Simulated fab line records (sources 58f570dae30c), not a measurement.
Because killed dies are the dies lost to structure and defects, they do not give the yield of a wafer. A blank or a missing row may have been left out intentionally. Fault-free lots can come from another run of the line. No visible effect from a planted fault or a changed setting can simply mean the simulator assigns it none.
Which tool was responsible?	flow berkeley_cmos170	Sampling: 14 lots, 42 wafers, 4 of 331 route steps

## WHAT EACH GAUGE READ, for each wafer
UCB170_ACTIVE_THK_MEAS_03. Usual: ACTIVE_OXIDE_THK gives 26.4 nm (standard deviation 0.42).
lot	measured	on	ACTIVE_OXIDE_THK (nm)	flag
L891	day 5 09:03	film_metro-01	25.8 26.0 26.5	
L893	day 5 15:48	film_metro-04	27.0 26.7 26.9	
L896	day 5 15:48	film_metro-01	25.8 25.9 25.4	
L895	day 5 15:52	film_metro-01	26.2 26.2 26.4	
L898	day 6 10:06	film_metro-04	27.0 26.7 27.0	
L897	day 6 10:07	film_metro-02	25.9 26.2 25.6	
L902	day 6 21:13	film_metro-04	25.9 26.2 26.2	
L900	day 6 21:14	film_metro-01	26.6 26.7 26.5	
L901	day 6 23:53	film_metro-04	26.7 26.7 26.7	
L899	day 6 23:53	film_metro-01	26.8 26.5 26.7	
L904	day 6 23:57	film_metro-02	26.5 26.3 25.9	
L905	day 7 08:56	film_metro-04	26.2 26.4 26.6	
L908	day 7 20:20	film_metro-01	26.4 26.2 26.0	
L911	day 8 19:25	film_metro-02	26.5 26.8 26.7	

UCB170_NLDD_OVL_MEAS_07. Usual: NLDD_OVL gives 1 nm (standard deviation 6.3).
lot	measured	on	NLDD_OVL (nm)	flag
L891	day 7 23:54	overlay-02	8 -2 1	
L893	day 8 10:53	overlay-02	-3 1 -6	
L896	day 8 11:25	overlay-02	-2 4 2	
L895	day 8 10:10	overlay-01	-1 4 6	
L898	day 9 11:53	overlay-02	-1 3 5	
L897	day 9 12:11	overlay-01	2 3 0	
L902	day 10 04:37	overlay-01	1 5 6	
L900	day 10 04:16	overlay-01	-8 -10 -4	
L901	day 10 04:32	overlay-01	6 -3 3	
L899	day 10 04:46	overlay-01	-8	
L904	day 10 04:53	overlay-01	3 5 3	
L905	day 10 14:39	overlay-01	-1 -12 -10	
L908	day 11 10:35	overlay-02	-5 3 -9	
L911	day 12 00:16	overlay-01	-8 -8 -3	

UCB170_M1_CD_MEAS_90: target cd 700 nm. Usual: cd_nm reads 700.7 nm (standard deviation 2.3).
lot	measured	on	cd_nm (nm)	flag
L891	day 8 21:04	cd_sem-02	699.8 699.9 695.6	
L893	day 9 06:06	cd_sem-02	696.2 697.6 702.0	
L896	day 9 05:47	cd_sem-02	700.8 701.6 701.1	
L895	day 9 07:08	cd_sem-02	700.5 702.3 698.1	
L898	day 10 13:52	cd_sem-02	705.2 706.6 703.9	
L897	day 10 14:11	cd_sem-02	702.9 705.6 699.3	
L902	day 10 23:48	cd_sem-01	699.4 699.7 698.0	
L900	day 10 22:22	cd_sem-02	698.3 698.8 704.4	
L901	day 11 00:24	cd_sem-02	703.1 699.8 699.3	
L899	day 11 00:34	cd_sem-01	704.8	
L904	day 11 01:42	cd_sem-01	699.5 700.5 702.2	
L905	day 11 15:16	cd_sem-02	698.3 699.1 696.6	
L908	day 12 06:50	cd_sem-02	696.6 699.5 699.6	
L911	day 12 20:36	cd_sem-01	699.1 699.7 699.7	

## WHAT TOOL EACH LOT RAN ON (gives the tool, then ch and the chambers of the sampled wafers, and finally the start)
lot	UCB170_GATE_ETCH_15
L891	rie_si-02 ch 0,1,2, day 7 20:24
L893	rie_si-01 ch 0,2, day 8 05:26
L896	rie_si-02 ch 1,2,3, day 8 05:37
L895	rie_si-01 ch 0,2,3, day 8 05:09
L898	rie_si-01 ch 0,2,3, day 9 08:43
L897	rie_si-02 ch 0,1, day 9 08:47
L902	rie_si-01 ch 0,1,2, day 9 23:26
L900	rie_si-02 ch 1,2,3, day 9 23:19
L901	rie_si-02 ch 0,1,3, day 9 23:35
L899	rie_si-01 ch 2,3, day 9 23:40
L904	rie_si-02 ch 1,2, day 9 23:47
L905	rie_si-01 ch 0,2,3, day 10 09:00
L908	rie_si-02 ch 0,3, day 11 04:35
L911	rie_si-02 ch 0,1,3, day 11 19:20
- UCB170_GATE_ETCH_15: etches poly-Si in HBr/Cl2, stops on SiO2, time 56.3 s, target depth 278.2 nm.

## AS READ BY THE TOOLS THEMSELVES (means over the sampled wafers that have a number; for cases with no such wafer, the mark the record gives instead)
UCB170_GATE_ETCH_15. Usual: bias_w 150.0 W, standard deviation 0.41; drypump_motor_current_A 5.8 A, standard deviation 0.51; oes_product_au 0.826 a.u., standard deviation 0.013; rf_fwd_power_W 297.5 W, standard deviation 1.3; run_length_s 84.3 s, standard deviation 0.47; throttle_valve_pct 26.4 %, standard deviation 0.31.
lot	tool	bias_w (W)	drypump_motor_current_A (A)	oes_product_au (a.u.)	rf_fwd_power_W (W)	run_length_s (s)	throttle_valve_pct (%)	flag
L891	rie_si-02	150.2	5.8	0.839	297.2	84.0	26.1	
L893	rie_si-01	150.5	5.7	0.812	297.5	84.1	26.9	
L896	rie_si-02	149.7	5.7	0.835	296.8	84.3	26.2	
L895	rie_si-01	149.8	6.0	0.820	298.3	84.4	26.8	
L898	rie_si-01	150.0	6.0	0.819	297.8	84.6	26.8	
L897	rie_si-02	150.2	6.3	0.836	297.4	84.0	26.1	
L902	rie_si-01	150.1	5.5	0.811	298.0	84.4	26.6	
L900	rie_si-02	149.9	5.7	0.833	297.6	84.1	26.2	
L901	rie_si-02	150.4	6.0	0.836	297.1	84.1	26.2	
L899	rie_si-01	151.1	6.2	0.948	297.8	70.0	26.7	OFF
L904	rie_si-02	149.8	5.6	0.835	296.5	84.2	26.2	
L905	rie_si-01	149.4	6.0	0.871	297.2	76.8	26.8	OFF
L908	rie_si-02	150.3	5.7	0.834	296.8	84.0	26.2	
L911	rie_si-02	150.1	6.0	0.833	296.8	84.1	26.1	

## THE ANSWER, worked out from the rows above alone
Rule: a lot is off if the mean of its wafers that have a number lies more than 3 standard deviations from the usual mean. A lot without any number at a reading at which 4 lots or more have one is off too. The other lots that the step has rows for count as sound. The gauges are gone through in route order, then the tools' own readings, and for those a lot's mean is taken as printed above. The first step at which some lot is off is used, and at that step the reading that is off furthest; a lot without a number counts as furthest.
Off, at UCB170_GATE_ETCH_15 on run_length_s: L899, L905.
A tool fits if, at that step or a process step before it, it ran every lot that is off, and no sound lot after the first of them. One fits: rie_si-01 at UCB170_GATE_ETCH_15. A fault onset in the window from L902 (day 9 23:26, its last sound lot) to L899 (day 9 23:40, its first lot off) fits.
The tool's own readings at UCB170_GATE_ETCH_15 bear it out: on the lots that are off they differ by more than 5 times the standard deviation of the sound lots' means. oes_product_au reads 0.909 a.u. there against 0.829 a.u. on the sound lots; run_length_s reads 73.4 s there against 84.2 s on the sound lots.

## WHAT HAD BEEN PUT IN BY THE SIMULATOR
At UCB170_GATE_ETCH_15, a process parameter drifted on rie_si-01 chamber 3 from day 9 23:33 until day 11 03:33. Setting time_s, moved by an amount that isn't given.
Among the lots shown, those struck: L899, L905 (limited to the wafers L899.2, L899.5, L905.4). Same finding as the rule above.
